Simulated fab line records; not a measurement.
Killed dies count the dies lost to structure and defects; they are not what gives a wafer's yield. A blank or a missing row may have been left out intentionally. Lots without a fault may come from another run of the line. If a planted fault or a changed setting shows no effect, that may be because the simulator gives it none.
Lot-split experiment + flow berkeleyCmos170 + 23 wafers read from 5 lots, route of 331 steps

## THE SPLIT ITSELF
At UCB170_M3_COAT_10 (resist thk 900 nm), the setting resistThkNm was moved away from the recipe's 900 nm on 9 of the 23 wafers read, by -4.6% to +2.1%. The other wafers ran this setting at the recipe's value.

## FROM THE SPLIT TO THE READING: what the file shows between them, 2 steps
- UCB170_M3_ETCH_17: etches BARC in N2/H2 (also split here: biasW)
- UCB170_M3_METAL_ETCH_18: etches Al in Cl2/BCl3, stops on SiO2, target depth 1170 nm, time 195 s

## THE READING
oesProductAu, in a.u., at UCB170_M3_STRIP_19 (strips in O2). A value of 0.541 a.u. with a standard deviation of 0.011 a.u. is what fault-free wafers of this fab line usually give.

| wafer  | tool, chamber at the split | resistThkNm as run, nm | against the recipe | oesProductAu, a.u. | against lot-mates on the recipe |
|--------|----------------------------|------------------------|--------------------|--------------------|---------------------------------|
| L074.1 | lithoTrack-04, 0           | 900                    | recipe             | 0.545              | -                               |
| L074.2 | lithoTrack-04, 0           | 918.9                  | +2.1%              | 0.572              | +0.027                          |
| L074.4 | lithoTrack-04, 0           | 900                    | recipe             | 0.541              | -                               |
| L074.5 | lithoTrack-04, 0           | 900                    | recipe             | 0.548              | -                               |
| L074.6 | lithoTrack-04, 0           | 918.9                  | +2.1%              | 0.560              | +0.015                          |
| L077.1 | lithoTrack-03, 0           | 900                    | recipe             | 0.534              | -                               |
| L077.2 | lithoTrack-03, 0           | 916.5                  | +1.8%              | 0.574              | +0.035                          |
| L077.4 | lithoTrack-03, 0           | 900                    | recipe             | 0.534              | -                               |
| L077.5 | lithoTrack-03, 0           | 900                    | recipe             | 0.548              | -                               |
| L077.6 | lithoTrack-03, 0           | 916.5                  | +1.8%              | 0.564              | +0.025                          |
| L079.2 | lithoTrack-03, 0           | 900                    | recipe             | 0.550              | -                               |
| L079.5 | lithoTrack-03, 0           | 900                    | recipe             | 0.546              | -                               |
| L079.6 | lithoTrack-03, 0           | 900                    | recipe             | 0.554              | -                               |
| L083.1 | lithoTrack-01, 0           | 858.7                  | -4.6%              | 0.491              | -0.051                          |
| L083.2 | lithoTrack-01, 0           | 858.7                  | -4.6%              | 0.499              | -0.043                          |
| L083.3 | lithoTrack-01, 0           | 900                    | recipe             | 0.531              | -                               |
| L083.4 | lithoTrack-01, 0           | 900                    | recipe             | 0.554              | -                               |
| L083.5 | lithoTrack-01, 0           | 858.7                  | -4.6%              | 0.501              | -0.041                          |
| L082.2 | lithoTrack-04, 0           | 900                    | recipe             | 0.533              | -                               |
| L082.3 | lithoTrack-04, 0           | 859.9                  | -4.5%              | 0.491              | -0.050                          |
| L082.4 | lithoTrack-04, 0           | 859.9                  | -4.5%              | 0.515              | -0.026                          |
| L082.5 | lithoTrack-04, 0           | 900                    | recipe             | 0.526              | -                               |
| L082.6 | lithoTrack-04, 0           | 900                    | recipe             | 0.564              | -                               |

FIT RESULTS
A straight line over all 23 wafers: oesProductAu changes by +0.0102 a.u. for each +1% of resistThkNm; r = +0.92; the points scatter about the line by 0.0099 a.u.
The same after taking each lot's own level away (the mean of its wafers on the recipe; 23 wafers): +0.0101 a.u. for each +1%; r = +0.92; scatter 0.0099 a.u.
The reading moves by 0.046 a.u. for the largest change in resistThkNm, on that fit.
From 0.5387 to 0.5500 a.u.: that is the span of the lots' own levels, equal to 1.0 times the standard deviation above.
Hence the lot-to-lot level has little effect on the slope; both slopes agree.
Check: for one of the wafers moved furthest among these (-4.6%), held out of the fit, the line's prediction against its lot-mates is -0.0428 a.u. Against them it came out at -0.0515 a.u.

## ADDITIONAL SPLITS CARRIED BY THESE WAFERS
Other splits were also applied to these wafers ahead of the reading. Each is held against what the fit with the lots' levels taken away leaves over:
| other split on the same wafers | wafers away from the commonest value | r with oesProductAu (lot level and that fit taken away) |
|--------------------------------|--------------------------------------|---------------------------------------------------------|
| UCB170_V2_ETCH_14 timeS        | 4                                    | -0.09                                                   |
| UCB170_M3_ETCH_17 biasW        | 7                                    | -0.14                                                   |

## THE WHOLE CHAIN: every reading that the file lists as answering this split, in the file's order
| step                    | what it does                                                           | reading                                                                  | change (the file's fit)                   | r (the file's) |
|-------------------------|------------------------------------------------------------------------|--------------------------------------------------------------------------|-------------------------------------------|----------------|
| UCB170_M3_COAT_10       | resist thk 900 nm                                                      | KrF_of_M3_COAT_10.thkNm (the simulator's own value, which no gauge read) | +8.72 nm for each +1% of the setting      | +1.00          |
| UCB170_M3_METAL_ETCH_18 | etches Al in Cl2/BCl3, stops on SiO2, target depth 1170 nm, time 195 s | KrF_of_M3_COAT_10.thkNm (the simulator's own value, which no gauge read) | +9.11 nm for each +1% of the setting      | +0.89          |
| UCB170_M3_STRIP_19      | strips in O2                                                           | oesProductAu                                                             | +0.00986 a.u. for each +1% of the setting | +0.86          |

## THE FILE'S OWN FIT
oesProductAu changes by +0.00986 a.u. for each +1% of resistThkNm, r = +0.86.
